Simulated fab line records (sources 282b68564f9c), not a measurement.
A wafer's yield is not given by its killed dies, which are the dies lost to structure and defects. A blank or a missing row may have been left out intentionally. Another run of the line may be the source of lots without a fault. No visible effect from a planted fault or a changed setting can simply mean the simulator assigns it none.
fab line records / flow ritCmos
record lots=6 wafers=18 lastDay=7
route steps=202 shown CONTACT@183 M1@184
lots with no fault: from the same line, run without faults
startH: start of the lot's first displayed wafer, in hours after the record's first day / waitH: hours from the lot's prior step to this one / " same as the row above / L1.1+2: a row that stands for several wafers / - no value, or no start given / * or withheld: withheld / < > ~ a bound
route shown NAME@n: names a module that has steps shown in the file, with the first one's number in the route / usual: mean/standard deviation taken from wafers without a fault / same: alike in all rows / chamber/n: place in a boat / sites: readings site by site / _std_site: standard deviation across them / _edge_site: inner sites' mean taken away from outer sites' mean / radiusMm: how far each site lies from the wafer's centre / mask NAME#n: copy n / behind: the most recent tool/chamber to have shaped the wafer / hold: why the lot went on hold/how many hours it stayed there/how the hold came to an end / device: the n, p or np transistor that did not switch / end of line: the same wafers' tests at the end of the route / for a step that has no rows: nothing shown but its recipe / killed: not the wafer's yield, but the dies lost to structure and defects at the first sort / map: dies across one wafer; x = killed, . = not, _ = none there
set.NAME: the setting that was run; set.NAME@STEP: the one run at that earlier step / model.NAME: the simulator's own value behind a step, which no gauge read
lots at selected steps of the route; one table per step, one row per wafer
services: from which hour (startH, from the record's first day; less than 0 if before it) a tool's chamber was out of use, for how many hours, and why
## steps
# step RIT_CONTACT_CLEAN_14
# recipe chemistry=SC2 mix=3:3:50 timeS=600 tempC=75 dry=n2Spin
# step RIT_M1_SPUTTER_00
# recipe material=Al targetThkNm=400 powerW=1971 chamberPressurePa=0.4 gas=Ar timeS=500 substrateTempC=25
# usual throttleValvePct=30.0/0.9
lot.wafer=L588.1 tool=pvdSputter-04 chamber=- startH=61.85 waitH=0.0 throttleValvePct=29.0
lot.wafer=L588.4 tool=pvdSputter-04 chamber=- startH=61.85 waitH=0.0 throttleValvePct=30.2
lot.wafer=L588.5 tool=pvdSputter-04 chamber=- startH=61.85 waitH=0.0 throttleValvePct=30.4
lot.wafer=L596.2 tool=pvdSputter-02 chamber=- startH=106.89 waitH=0.0 throttleValvePct=31.3
lot.wafer=L596.3 tool=pvdSputter-02 chamber=- startH=106.89 waitH=0.0 throttleValvePct=30.5
lot.wafer=L596.6 tool=pvdSputter-02 chamber=- startH=106.89 waitH=0.0 throttleValvePct=31.6
lot.wafer=L598.3 tool=pvdSputter-02 chamber=- startH=114.59 waitH=0.0 throttleValvePct=29.5
lot.wafer=L598.4 tool=pvdSputter-02 chamber=- startH=114.59 waitH=0.0 throttleValvePct=31.2
lot.wafer=L598.6 tool=pvdSputter-02 chamber=- startH=114.59 waitH=0.0 throttleValvePct=31.2
lot.wafer=L604.3 tool=pvdSputter-04 chamber=- startH=143.48 waitH=0.0 throttleValvePct=29.5
lot.wafer=L604.5 tool=pvdSputter-04 chamber=- startH=143.48 waitH=0.0 throttleValvePct=30.7
lot.wafer=L604.6 tool=pvdSputter-04 chamber=- startH=143.48 waitH=0.0 throttleValvePct=29.7
lot.wafer=L603.1 tool=pvdSputter-04 chamber=- startH=145.44 waitH=0.0 throttleValvePct=29.0
lot.wafer=L603.2 tool=pvdSputter-04 chamber=- startH=145.44 waitH=0.0 throttleValvePct=30.4
lot.wafer=L603.5 tool=pvdSputter-04 chamber=- startH=145.44 waitH=0.0 throttleValvePct=29.7
lot.wafer=L610.1 tool=pvdSputter-04 chamber=- startH=170.01 waitH=0.0 throttleValvePct=28.8
lot.wafer=L610.2 tool=pvdSputter-04 chamber=- startH=170.01 waitH=0.0 throttleValvePct=29.5
lot.wafer=L610.3 tool=pvdSputter-04 chamber=- startH=170.01 waitH=0.0 throttleValvePct=29.2
# step RIT_M1_RS_MEAS_01
# recipe thkMeasGauge=four-point-probe reads=Al_of_M1_SPUTTER_00
# usual M1_AL_RS=0.0747/0.00079
lot.wafer=L588.1 tool=filmMetro-01 chamber=- startH=62.15 waitH=0.1 M1_AL_RS[ohm/sq]=0.0746
lot.wafer=L588.4 tool=filmMetro-01 chamber=- startH=62.15 waitH=0.1 M1_AL_RS[ohm/sq]=0.0749
lot.wafer=L588.5 tool=filmMetro-01 chamber=- startH=62.15 waitH=0.1 M1_AL_RS[ohm/sq]=0.0753
lot.wafer=L596.2 tool=filmMetro-04 chamber=- startH=107.21 waitH=0.2 M1_AL_RS[ohm/sq]=0.0748
lot.wafer=L596.3 tool=filmMetro-04 chamber=- startH=107.21 waitH=0.2 M1_AL_RS[ohm/sq]=0.0749
lot.wafer=L596.6 tool=filmMetro-04 chamber=- startH=107.21 waitH=0.2 M1_AL_RS[ohm/sq]=0.0745
lot.wafer=L598.3 tool=filmMetro-01 chamber=- startH=114.93 waitH=0.2 M1_AL_RS[ohm/sq]=0.0756
lot.wafer=L598.4 tool=filmMetro-01 chamber=- startH=114.93 waitH=0.2 M1_AL_RS[ohm/sq]=0.0761
lot.wafer=L598.6 tool=filmMetro-01 chamber=- startH=114.93 waitH=0.2 M1_AL_RS[ohm/sq]=0.0752
lot.wafer=L604.3 tool=filmMetro-03 chamber=- startH=143.81 waitH=0.2 M1_AL_RS[ohm/sq]=0.0747
lot.wafer=L604.5 tool=filmMetro-03 chamber=- startH=143.81 waitH=0.2 M1_AL_RS[ohm/sq]=0.0751
lot.wafer=L604.6 tool=filmMetro-03 chamber=- startH=143.81 waitH=0.2 M1_AL_RS[ohm/sq]=0.0737
lot.wafer=L603.1 tool=filmMetro-04 chamber=- startH=145.73 waitH=0.1 M1_AL_RS[ohm/sq]=0.0737
lot.wafer=L603.2 tool=filmMetro-04 chamber=- startH=145.73 waitH=0.1 M1_AL_RS[ohm/sq]=0.0736
lot.wafer=L603.5 tool=filmMetro-04 chamber=- startH=145.73 waitH=0.1 M1_AL_RS[ohm/sq]=0.0730
lot.wafer=L610.1 tool=filmMetro-01 chamber=- startH=170.30 waitH=0.1 M1_AL_RS[ohm/sq]=0.0760
lot.wafer=L610.2 tool=filmMetro-01 chamber=- startH=170.30 waitH=0.1 M1_AL_RS[ohm/sq]=0.0746
lot.wafer=L610.3 tool=filmMetro-01 chamber=- startH=170.30 waitH=0.1 M1_AL_RS[ohm/sq]=0.0754
# step RIT_M1_THK_MEAS_02
# recipe thkMeasGauge=xrf reads=Al_of_M1_SPUTTER_00
# usual M1_AL_THK=389/5.2
lot.wafer=L588.1 tool=filmMetro-01 chamber=- startH=62.27 waitH=0.1 M1_AL_THK[nm]=388
lot.wafer=L588.4 tool=filmMetro-01 chamber=- startH=62.27 waitH=0.1 M1_AL_THK[nm]=388
lot.wafer=L588.5 tool=filmMetro-01 chamber=- startH=62.27 waitH=0.1 M1_AL_THK[nm]=382
lot.wafer=L596.2 tool=filmMetro-04 chamber=- startH=107.32 waitH=0.1 M1_AL_THK[nm]=390
lot.wafer=L596.3 tool=filmMetro-04 chamber=- startH=107.32 waitH=0.1 M1_AL_THK[nm]=390
lot.wafer=L596.6 tool=filmMetro-04 chamber=- startH=107.32 waitH=0.1 M1_AL_THK[nm]=394
lot.wafer=L598.3 tool=filmMetro-01 chamber=- startH=115.03 waitH=0.1 M1_AL_THK[nm]=380
lot.wafer=L598.4 tool=filmMetro-01 chamber=- startH=115.03 waitH=0.1 M1_AL_THK[nm]=380
lot.wafer=L598.6 tool=filmMetro-01 chamber=- startH=115.03 waitH=0.1 M1_AL_THK[nm]=382
lot.wafer=L604.3 tool=filmMetro-03 chamber=- startH=143.91 waitH=0.1 M1_AL_THK[nm]=386
lot.wafer=L604.5 tool=filmMetro-03 chamber=- startH=143.91 waitH=0.1 M1_AL_THK[nm]=385
lot.wafer=L604.6 tool=filmMetro-03 chamber=- startH=143.91 waitH=0.1 M1_AL_THK[nm]=392
lot.wafer=L603.1 tool=filmMetro-04 chamber=- startH=145.85 waitH=0.1 M1_AL_THK[nm]=392
lot.wafer=L603.2 tool=filmMetro-04 chamber=- startH=145.85 waitH=0.1 M1_AL_THK[nm]=397
lot.wafer=L603.5 tool=filmMetro-04 chamber=- startH=145.85 waitH=0.1 M1_AL_THK[nm]=396
lot.wafer=L610.1 tool=filmMetro-01 chamber=- startH=170.42 waitH=0.1 M1_AL_THK[nm]=381
lot.wafer=L610.2 tool=filmMetro-01 chamber=- startH=170.42 waitH=0.1 M1_AL_THK[nm]=388
lot.wafer=L610.3 tool=filmMetro-01 chamber=- startH=170.42 waitH=0.1 M1_AL_THK[nm]=383
# step RIT_M1_HMDS_03
# recipe primeTimeS=60 primeTempC=140
# step RIT_M1_COAT_04
# recipe resist=NOVOLAK spinRpm=2000 resistThkNm=1300
# step RIT_M1_SOFTBAKE_05
# recipe resist=NOVOLAK tempC=90 timeS=60
# step RIT_M1_EXPOSE_06
# recipe maskId=M12 na=0.6 sourceShape=conventional sigmaOuter=0.5 targetCdNm=2600 doseMj=250
# step RIT_M1_PEB_07
# recipe resist=NOVOLAK tempC=withheld timeS=withheld
# step RIT_M1_DEVELOP_08
# recipe resist=NOVOLAK developTimeS=68 devTempC=23
# step RIT_M1_CD_MEAS_09
# recipe targetCdNm=2600
# usual cdNm=2600.0/2.4
lot.wafer=L588.1 tool=cdSem-01 chamber=- startH=63.21 waitH=- cdNm=2600.6
lot.wafer=L588.4 tool=cdSem-01 chamber=- startH=63.21 waitH=- cdNm=2598.8
lot.wafer=L588.5 tool=cdSem-01 chamber=- startH=63.21 waitH=- cdNm=2599.2
lot.wafer=L596.2 tool=cdSem-01 chamber=- startH=108.36 waitH=- cdNm=2601.4
lot.wafer=L596.3 tool=cdSem-01 chamber=- startH=108.36 waitH=- cdNm=2599.4
lot.wafer=L596.6 tool=cdSem-01 chamber=- startH=108.36 waitH=- cdNm=2602.1
lot.wafer=L598.3 tool=cdSem-01 chamber=- startH=115.98 waitH=- cdNm=2600.6
lot.wafer=L598.4 tool=cdSem-01 chamber=- startH=115.98 waitH=- cdNm=2601.6
lot.wafer=L598.6 tool=cdSem-01 chamber=- startH=115.98 waitH=- cdNm=2599.7
lot.wafer=L604.3 tool=cdSem-01 chamber=- startH=144.87 waitH=- cdNm=2601.2
lot.wafer=L604.5 tool=cdSem-01 chamber=- startH=144.87 waitH=- cdNm=2599.1
lot.wafer=L604.6 tool=cdSem-01 chamber=- startH=144.87 waitH=- cdNm=2600.8
lot.wafer=L603.1 tool=cdSem-01 chamber=- startH=146.91 waitH=- cdNm=2596.4
lot.wafer=L603.2 tool=cdSem-01 chamber=- startH=146.91 waitH=- cdNm=2598.5
lot.wafer=L603.5 tool=cdSem-01 chamber=- startH=146.91 waitH=- cdNm=2599.7
lot.wafer=L610.1 tool=cdSem-02 chamber=- startH=171.36 waitH=- cdNm=2602.4
lot.wafer=L610.2 tool=cdSem-02 chamber=- startH=171.36 waitH=- cdNm=2601.3
lot.wafer=L610.3 tool=cdSem-02 chamber=- startH=171.36 waitH=- cdNm=2601.1
# step RIT_M1_OVL_MEAS_10
# usual M1_OVL=-1.0/1.5
lot.wafer=L588.1 tool=overlay-02 chamber=- startH=63.33 waitH=0.1 M1_OVL[nm]=-3.3
lot.wafer=L588.4 tool=overlay-02 chamber=- startH=63.33 waitH=0.1 M1_OVL[nm]=-3.8
lot.wafer=L588.5 tool=overlay-02 chamber=- startH=63.33 waitH=0.1 M1_OVL[nm]=-2.8
lot.wafer=L596.2 tool=overlay-02 chamber=- startH=108.47 waitH=0.1 M1_OVL[nm]=-1.6
lot.wafer=L596.3 tool=overlay-02 chamber=- startH=108.47 waitH=0.1 M1_OVL[nm]=-0.9
lot.wafer=L596.6 tool=overlay-02 chamber=- startH=108.47 waitH=0.1 M1_OVL[nm]=0.0
lot.wafer=L598.3 tool=overlay-02 chamber=- startH=116.08 waitH=0.1 M1_OVL[nm]=-0.1
lot.wafer=L598.4 tool=overlay-02 chamber=- startH=116.08 waitH=0.1 M1_OVL[nm]=0.4
lot.wafer=L598.6 tool=overlay-02 chamber=- startH=116.08 waitH=0.1 M1_OVL[nm]=-1.0
lot.wafer=L604.3 tool=overlay-02 chamber=- startH=144.97 waitH=0.1 M1_OVL[nm]=-3.9
lot.wafer=L604.5 tool=overlay-02 chamber=- startH=144.97 waitH=0.1 M1_OVL[nm]=-0.3
lot.wafer=L604.6 tool=overlay-02 chamber=- startH=144.97 waitH=0.1 M1_OVL[nm]=-0.5
lot.wafer=L603.1 tool=overlay-01 chamber=- startH=147.03 waitH=0.1 M1_OVL[nm]=2.2
lot.wafer=L603.2 tool=overlay-01 chamber=- startH=147.03 waitH=0.1 M1_OVL[nm]=3.5
lot.wafer=L603.5 tool=overlay-01 chamber=- startH=147.03 waitH=0.1 M1_OVL[nm]=1.5
lot.wafer=L610.1 tool=overlay-01 chamber=- startH=171.48 waitH=0.1 M1_OVL[nm]=-0.6
lot.wafer=L610.2 tool=overlay-01 chamber=- startH=171.48 waitH=0.1 M1_OVL[nm]=0.6
lot.wafer=L610.3 tool=overlay-01 chamber=- startH=171.48 waitH=0.1 M1_OVL[nm]=-2.3
# step RIT_M1_HARDBAKE_11
# recipe resist=NOVOLAK tempC=140 timeS=120
# usual heaterPowerTotalW=52.03/0.064 plateTempC=139.98/0.13
lot.wafer=L588.1 tool=lithoTrack-02 chamber=0 startH=63.36 waitH=0.0 heaterPowerTotalW=51.98 plateTempC=139.94
lot.wafer=L588.4 tool=lithoTrack-02 chamber=0 startH=63.36 waitH=0.0 heaterPowerTotalW=51.94 plateTempC=140.16
lot.wafer=L588.5 tool=lithoTrack-02 chamber=0 startH=63.36 waitH=0.0 heaterPowerTotalW=51.96 plateTempC=140.08
lot.wafer=L596.2 tool=lithoTrack-02 chamber=0 startH=108.56 waitH=0.1 heaterPowerTotalW=50.76 plateTempC=138.01
lot.wafer=L596.3 tool=lithoTrack-02 chamber=0 startH=108.56 waitH=0.1 heaterPowerTotalW=50.81 plateTempC=137.76
lot.wafer=L596.6 tool=lithoTrack-02 chamber=0 startH=108.56 waitH=0.1 heaterPowerTotalW=50.91 plateTempC=137.69
lot.wafer=L598.3 tool=lithoTrack-02 chamber=0 startH=116.18 waitH=0.1 heaterPowerTotalW=50.96 plateTempC=137.69
lot.wafer=L598.4 tool=lithoTrack-02 chamber=0 startH=116.18 waitH=0.1 heaterPowerTotalW=50.90 plateTempC=137.60
lot.wafer=L598.6 tool=lithoTrack-02 chamber=0 startH=116.18 waitH=0.1 heaterPowerTotalW=50.92 plateTempC=137.75
lot.wafer=L604.3 tool=lithoTrack-01 chamber=0 startH=145.07 waitH=0.1 heaterPowerTotalW=52.04 plateTempC=139.95
lot.wafer=L604.5 tool=lithoTrack-01 chamber=0 startH=145.07 waitH=0.1 heaterPowerTotalW=52.00 plateTempC=139.98
lot.wafer=L604.6 tool=lithoTrack-01 chamber=0 startH=145.07 waitH=0.1 heaterPowerTotalW=52.05 plateTempC=139.94
lot.wafer=L603.1 tool=lithoTrack-01 chamber=0 startH=147.17 waitH=0.1 heaterPowerTotalW=52.00 plateTempC=140.08
lot.wafer=L603.2 tool=lithoTrack-01 chamber=0 startH=147.17 waitH=0.1 heaterPowerTotalW=52.03 plateTempC=139.93
lot.wafer=L603.5 tool=lithoTrack-01 chamber=0 startH=147.17 waitH=0.1 heaterPowerTotalW=52.04 plateTempC=139.96
lot.wafer=L610.1 tool=lithoTrack-03 chamber=0 startH=171.52 waitH=0.0 heaterPowerTotalW=51.97 plateTempC=139.88
lot.wafer=L610.2 tool=lithoTrack-03 chamber=0 startH=171.52 waitH=0.0 heaterPowerTotalW=51.99 plateTempC=140.17
lot.wafer=L610.3 tool=lithoTrack-03 chamber=0 startH=171.52 waitH=0.0 heaterPowerTotalW=52.01 plateTempC=139.94
# step RIT_M1_METAL_ETCH_12
# recipe stopOn=SiO2 chemistry=Cl2/BCl3 target=Al timeS=168.9 overEtchFrac=0.5 pressureMtorr=100 targetDepthA=6000 rfW=250 Cl2_flow_sccm=60 bcl3FlowSccm=50
# usual drypumpMotorCurrentA=5.4/0.31 oesProductAu=0.769/0.013 throttleValvePct=8.34/0.059
lot.wafer=L588.1 tool=rieMetal-02 chamber=1 startH=63.61 waitH=0.2 drypumpMotorCurrentA=5.4 oesProductAu=0.786 rfHoursCounterH=0 throttleValvePct=8.34
lot.wafer=L588.4 tool=rieMetal-02 chamber=0 startH=63.61 waitH=0.2 drypumpMotorCurrentA=5.0 oesProductAu=0.780 rfHoursCounterH=- throttleValvePct=8.28
lot.wafer=L588.5 tool=rieMetal-02 chamber=0 startH=63.61 waitH=0.2 drypumpMotorCurrentA=5.0 oesProductAu=0.782 rfHoursCounterH=- throttleValvePct=8.26
lot.wafer=L596.2 tool=rieMetal-01 chamber=0 startH=108.82 waitH=0.2 drypumpMotorCurrentA=5.2 oesProductAu=0.761 rfHoursCounterH=- throttleValvePct=8.27
lot.wafer=L596.3 tool=rieMetal-01 chamber=0 startH=108.82 waitH=0.2 drypumpMotorCurrentA=5.2 oesProductAu=0.758 rfHoursCounterH=- throttleValvePct=8.28
lot.wafer=L596.6 tool=rieMetal-01 chamber=0 startH=108.82 waitH=0.2 drypumpMotorCurrentA=5.2 oesProductAu=0.763 rfHoursCounterH=- throttleValvePct=8.29
lot.wafer=L598.3 tool=rieMetal-04 chamber=0 startH=116.41 waitH=0.2 drypumpMotorCurrentA=5.7 oesProductAu=0.776 rfHoursCounterH=- throttleValvePct=8.43
lot.wafer=L598.4 tool=rieMetal-04 chamber=1 startH=116.41 waitH=0.2 drypumpMotorCurrentA=6.0 oesProductAu=0.765 rfHoursCounterH=- throttleValvePct=8.39
lot.wafer=L598.6 tool=rieMetal-04 chamber=0 startH=116.41 waitH=0.2 drypumpMotorCurrentA=5.7 oesProductAu=0.767 rfHoursCounterH=- throttleValvePct=8.42
lot.wafer=L604.3 tool=rieMetal-01 chamber=0 startH=145.30 waitH=0.2 drypumpMotorCurrentA=5.2 oesProductAu=0.759 rfHoursCounterH=- throttleValvePct=8.28
lot.wafer=L604.5 tool=rieMetal-01 chamber=0 startH=145.30 waitH=0.2 drypumpMotorCurrentA=5.2 oesProductAu=0.753 rfHoursCounterH=- throttleValvePct=8.26
lot.wafer=L604.6 tool=rieMetal-01 chamber=1 startH=145.30 waitH=0.2 drypumpMotorCurrentA=5.3 oesProductAu=0.763 rfHoursCounterH=- throttleValvePct=8.35
lot.wafer=L603.1 tool=rieMetal-02 chamber=0 startH=147.42 waitH=0.2 drypumpMotorCurrentA=5.0 oesProductAu=0.786 rfHoursCounterH=1 throttleValvePct=8.24
lot.wafer=L603.2 tool=rieMetal-02 chamber=1 startH=147.42 waitH=0.2 drypumpMotorCurrentA=5.4 oesProductAu=0.785 rfHoursCounterH=2 throttleValvePct=8.34
lot.wafer=L603.5 tool=rieMetal-02 chamber=1 startH=147.42 waitH=0.2 drypumpMotorCurrentA=5.3 oesProductAu=0.793 rfHoursCounterH=- throttleValvePct=8.34
lot.wafer=L610.1 tool=rieMetal-04 chamber=0 startH=171.77 waitH=0.2 drypumpMotorCurrentA=5.7 oesProductAu=0.755 rfHoursCounterH=0 throttleValvePct=8.43
lot.wafer=L610.2 tool=rieMetal-04 chamber=1 startH=171.77 waitH=0.2 drypumpMotorCurrentA=6.0 oesProductAu=0.754 rfHoursCounterH=0 throttleValvePct=8.42
lot.wafer=L610.3 tool=rieMetal-04 chamber=1 startH=171.77 waitH=0.2 drypumpMotorCurrentA=6.0 oesProductAu=0.740 rfHoursCounterH=- throttleValvePct=8.40
# step RIT_M1_PROBE_99
# usual defectLimitedYield=97.2/1.3 killedAtFrontEnd=7/3.4 killedDies=7/3.4 killedOpen=3.7/2.2 killedShort=3.6/2.2 sort_bin_3_pad_short=0.2/0.24 sort_bin_5_function=1.6/0.94 sort_bin_6_memory=1.1/0.72 sortNPass=257/3.4 sortYieldPct=97.2/1.3
# same grossDies=264 killed_at_M0_to_M3=0 killed_at_M4_up=0 killedAtBackSide=0 killedAtContacts=0 killedAtOther=0
lot.wafer=L588.1 tool=prober-01 chamber=- startH=65.86 waitH=0.1 defectLimitedYield[%]=98.5 killedAtFrontEnd=4 killedDies=4 killedOpen=1 killedShort=3 sort_bin_3_pad_short[%]=0 sort_bin_5_function[%]=0.8 sort_bin_6_memory[%]=0.8 sortNPass=260 sortYieldPct[%]=98.5
lot.wafer=L588.4 tool=prober-01 chamber=- startH=66.01 waitH=0.2 defectLimitedYield[%]=97.3 killedAtFrontEnd=7 killedDies=7 killedOpen=3 killedShort=4 sort_bin_3_pad_short[%]=0 sort_bin_5_function[%]=2.7 sort_bin_6_memory[%]=0 sortNPass=257 sortYieldPct[%]=97.3
lot.wafer=L588.5 tool=prober-01 chamber=- startH=66.06 waitH=0.2 defectLimitedYield[%]=97.3 killedAtFrontEnd=7 killedDies=7 killedOpen=6 killedShort=1 sort_bin_3_pad_short[%]=0 sort_bin_5_function[%]=0.4 sort_bin_6_memory[%]=2.3 sortNPass=257 sortYieldPct[%]=97.3
lot.wafer=L596.2 tool=prober-01 chamber=- startH=111.27 waitH=0.1 defectLimitedYield[%]=97.7 killedAtFrontEnd=6 killedDies=6 killedOpen=2 killedShort=4 sort_bin_3_pad_short[%]=0 sort_bin_5_function[%]=2.3 sort_bin_6_memory[%]=0 sortNPass=258 sortYieldPct[%]=97.7
lot.wafer=L596.3 tool=prober-01 chamber=- startH=111.32 waitH=0.2 defectLimitedYield[%]=98.9 killedAtFrontEnd=3 killedDies=3 killedOpen=1 killedShort=2 sort_bin_3_pad_short[%]=0 sort_bin_5_function[%]=0.8 sort_bin_6_memory[%]=0.4 sortNPass=261 sortYieldPct[%]=98.9
lot.wafer=L596.6 tool=prober-01 chamber=- startH=111.47 waitH=0.2 defectLimitedYield[%]=97.0 killedAtFrontEnd=8 killedDies=8 killedOpen=4 killedShort=4 sort_bin_3_pad_short[%]=0.4 sort_bin_5_function[%]=1.5 sort_bin_6_memory[%]=1.1 sortNPass=256 sortYieldPct[%]=97.0
lot.wafer=L598.3 tool=prober-01 chamber=- startH=118.70 waitH=0.2 defectLimitedYield[%]=95.1 killedAtFrontEnd=13 killedDies=13 killedOpen=7 killedShort=6 sort_bin_3_pad_short[%]=0 sort_bin_5_function[%]=3.0 sort_bin_6_memory[%]=1.9 sortNPass=251 sortYieldPct[%]=95.1
lot.wafer=L598.4 tool=prober-01 chamber=- startH=118.75 waitH=0.2 defectLimitedYield[%]=96.6 killedAtFrontEnd=9 killedDies=9 killedOpen=6 killedShort=3 sort_bin_3_pad_short[%]=0.4 sort_bin_5_function[%]=2.3 sort_bin_6_memory[%]=0.8 sortNPass=255 sortYieldPct[%]=96.6
lot.wafer=L598.6 tool=prober-01 chamber=- startH=118.85 waitH=0.2 defectLimitedYield[%]=96.2 killedAtFrontEnd=10 killedDies=10 killedOpen=6 killedShort=4 sort_bin_3_pad_short[%]=0.4 sort_bin_5_function[%]=1.9 sort_bin_6_memory[%]=1.5 sortNPass=254 sortYieldPct[%]=96.2
lot.wafer=L604.3 tool=prober-02 chamber=- startH=147.59 waitH=0.2 defectLimitedYield[%]=95.8 killedAtFrontEnd=11 killedDies=11 killedOpen=7 killedShort=4 sort_bin_3_pad_short[%]=0.8 sort_bin_5_function[%]=1.9 sort_bin_6_memory[%]=1.5 sortNPass=253 sortYieldPct[%]=95.8
lot.wafer=L604.5 tool=prober-02 chamber=- startH=147.69 waitH=0.2 defectLimitedYield[%]=96.2 killedAtFrontEnd=10 killedDies=10 killedOpen=7 killedShort=3 sort_bin_3_pad_short[%]=0 sort_bin_5_function[%]=2.3 sort_bin_6_memory[%]=1.5 sortNPass=254 sortYieldPct[%]=96.2
lot.wafer=L604.6 tool=prober-02 chamber=- startH=147.74 waitH=0.2 defectLimitedYield[%]=97.3 killedAtFrontEnd=7 killedDies=7 killedOpen=3 killedShort=4 sort_bin_3_pad_short[%]=0 sort_bin_5_function[%]=2.3 sort_bin_6_memory[%]=0.4 sortNPass=257 sortYieldPct[%]=97.3
lot.wafer=L603.1 tool=prober-01 chamber=- startH=149.68 waitH=0.1 defectLimitedYield[%]=98.1 killedAtFrontEnd=5 killedDies=5 killedOpen=3 killedShort=2 sort_bin_3_pad_short[%]=0 sort_bin_5_function[%]=0.4 sort_bin_6_memory[%]=1.5 sortNPass=259 sortYieldPct[%]=98.1
lot.wafer=L603.2 tool=prober-01 chamber=- startH=149.73 waitH=0.1 defectLimitedYield[%]=98.5 killedAtFrontEnd=4 killedDies=4 killedOpen=2 killedShort=2 sort_bin_3_pad_short[%]=0 sort_bin_5_function[%]=0.4 sort_bin_6_memory[%]=1.1 sortNPass=260 sortYieldPct[%]=98.5
lot.wafer=L603.5 tool=prober-01 chamber=- startH=149.88 waitH=0.2 defectLimitedYield[%]=97.3 killedAtFrontEnd=7 killedDies=7 killedOpen=3 killedShort=4 sort_bin_3_pad_short[%]=0.8 sort_bin_5_function[%]=0.4 sort_bin_6_memory[%]=1.5 sortNPass=257 sortYieldPct[%]=97.3
lot.wafer=L610.1 tool=prober-01 chamber=- startH=174.02 waitH=0.1 defectLimitedYield[%]=95.5 killedAtFrontEnd=12 killedDies=12 killedOpen=3 killedShort=9 sort_bin_3_pad_short[%]=0 sort_bin_5_function[%]=3.8 sort_bin_6_memory[%]=0.8 sortNPass=252 sortYieldPct[%]=95.5
lot.wafer=L610.2 tool=prober-01 chamber=- startH=174.07 waitH=0.1 defectLimitedYield[%]=94.7 killedAtFrontEnd=14 killedDies=14 killedOpen=8 killedShort=6 sort_bin_3_pad_short[%]=0.8 sort_bin_5_function[%]=3.0 sort_bin_6_memory[%]=1.5 sortNPass=250 sortYieldPct[%]=94.7
lot.wafer=L610.3 tool=prober-01 chamber=- startH=174.12 waitH=0.2 defectLimitedYield[%]=97.3 killedAtFrontEnd=7 killedDies=7 killedOpen=6 killedShort=1 sort_bin_3_pad_short[%]=0.4 sort_bin_5_function[%]=1.5 sort_bin_6_memory[%]=0.8 sortNPass=257 sortYieldPct[%]=97.3
# killed by level:class
L588.1 FOX1:geometricParticle:short=1 GATE:geometricParticle:short=1 SILICIDE:geometricParticle:open=1 SILICIDE:geometricParticle:short=1
L588.4 REOX:geometricParticle:short=2 FOX1:geometricParticle:open=1 FOX1:geometricParticle:short=1 FOX2:geometricParticle:open=1 GATE:geometricParticle:short=1 REOX:geometricParticle:open=1
L588.5 GATE:geometricParticle:open=3 FOX1:geometricParticle:open=2 SILICIDE:geometricParticle:open=1 SILICIDE:geometricParticle:short=1
L596.2 FOX1:geometricParticle:short=1 GATE:geometricParticle:short=1 GATE:geometricParticle:open=1 REOX:geometricParticle:open=1 REOX:geometricParticle:short=1 SILICIDE:geometricParticle:short=1
L596.3 GATE:geometricParticle:short=1 REOX:geometricParticle:short=1 SPACER:geometricParticle:open=1
L596.6 GATE:geometricParticle:short=3 GATE:geometricParticle:open=2 FOX1:geometricParticle:open=1 FOX2:geometricParticle:open=1 REOX:geometricParticle:short=1
L598.3 GATE:geometricParticle:short=5 FOX1:geometricParticle:open=3 GATE:geometricParticle:open=3 SILICIDE:geometricParticle:short=1 SILICIDE:geometricParticle:open=1
L598.4 GATE:geometricParticle:open=3 REOX:geometricParticle:open=2 FOX1:geometricParticle:open=1 GATE:geometricParticle:short=1 REOX:geometricParticle:short=1 SILICIDE:geometricParticle:short=1
L598.6 FOX1:geometricParticle:open=2 FOX1:geometricParticle:short=1 FOX2:geometricParticle:open=1 GATE:geometricParticle:short=1 GATE:geometricParticle:open=1 REOX:geometricParticle:short=1 REOX:geometricParticle:open=1 SPACER:geometricParticle:open=1
L604.3 SPACER:geometricParticle:open=4 SILICIDE:geometricParticle:short=2 SILICIDE:geometricParticle:open=2 FOX1:geometricParticle:short=1 FOX2:geometricParticle:open=1 REOX:geometricParticle:short=1
L604.5 GATE:geometricParticle:open=5 FOX2:geometricParticle:short=1 FOX2:geometricParticle:open=1 REOX:geometricParticle:short=1 SPACER:geometricParticle:open=1 SILICIDE:geometricParticle:short=1
L604.6 GATE:geometricParticle:open=2 SILICIDE:geometricParticle:short=2 REOX:geometricParticle:short=1 REOX:geometricParticle:open=1 SPACER:geometricParticle:short=1
L603.1 GATE:geometricParticle:open=2 ACTIVE:geometricParticle:open=1 ACTIVE:geometricParticle:short=1 SILICIDE:geometricParticle:short=1
L603.2 FOX2:geometricParticle:short=1 GATE:geometricParticle:short=1 REOX:geometricParticle:open=1 SILICIDE:geometricParticle:open=1
L603.5 GATE:geometricParticle:open=2 FOX1:geometricParticle:short=1 FOX1:geometricParticle:open=1 GATE:geometricParticle:short=1 REOX:geometricParticle:short=1 SPACER:geometricParticle:short=1
L610.1 GATE:geometricParticle:short=4 GATE:geometricParticle:open=2 SPACER:geometricParticle:short=2 FOX2:geometricParticle:short=1 REOX:geometricParticle:short=1 SPACER:geometricParticle:open=1 SILICIDE:geometricParticle:short=1
L610.2 GATE:geometricParticle:open=4 GATE:geometricParticle:short=4 SPACER:geometricParticle:open=2 FOX1:geometricParticle:short=1 FOX2:geometricParticle:open=1 SPACER:geometricParticle:short=1 SILICIDE:geometricParticle:open=1
L610.3 GATE:geometricParticle:open=4 REOX:geometricParticle:open=2 GATE:geometricParticle:short=1
## services
tool=rieMetal-01 chamber=- startH=79.45 hours=0.4 kind=repair
tool=rieMetal-01 chamber=1 startH=104.70 hours=10.8 kind=repair
tool=rieMetal-02 chamber=0 startH=132.34 hours=10.1 kind=repair
tool=rieMetal-04 chamber=- startH=136.12 hours=20.0 kind=pm
tool=rieMetal-04 chamber=0 startH=136.12 hours=20.0 kind=ventCycle
tool=rieMetal-04 chamber=1 startH=136.12 hours=20.0 kind=ventCycle
tool=rieMetal-04 chamber=0 startH=156.12 hours=- kind=clean
tool=rieMetal-04 chamber=1 startH=156.12 hours=- kind=clean
## key
firstSign step=RIT_M1_HARDBAKE_11 reading=heaterPowerTotalW direction=down sigmas=18 usual=52.03 struck=50.87
effect step=RIT_M1_HARDBAKE_11 reading=plateTempC direction=down sigmas=17 usual=* struck=*
metAt RIT_M1_HARDBAKE_11
struckWafers L596.2,L596.3,L596.6,L598.3,L598.4,L598.6
onsetBetween 63.36 108.56
fault kind=processParameterDrift tool=lithoTrack-02 chamber=- onsetH=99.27 steps=RIT_M1_HARDBAKE_11 channel=tempC offset=* shape=step endH=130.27 actsIn=* stated=*
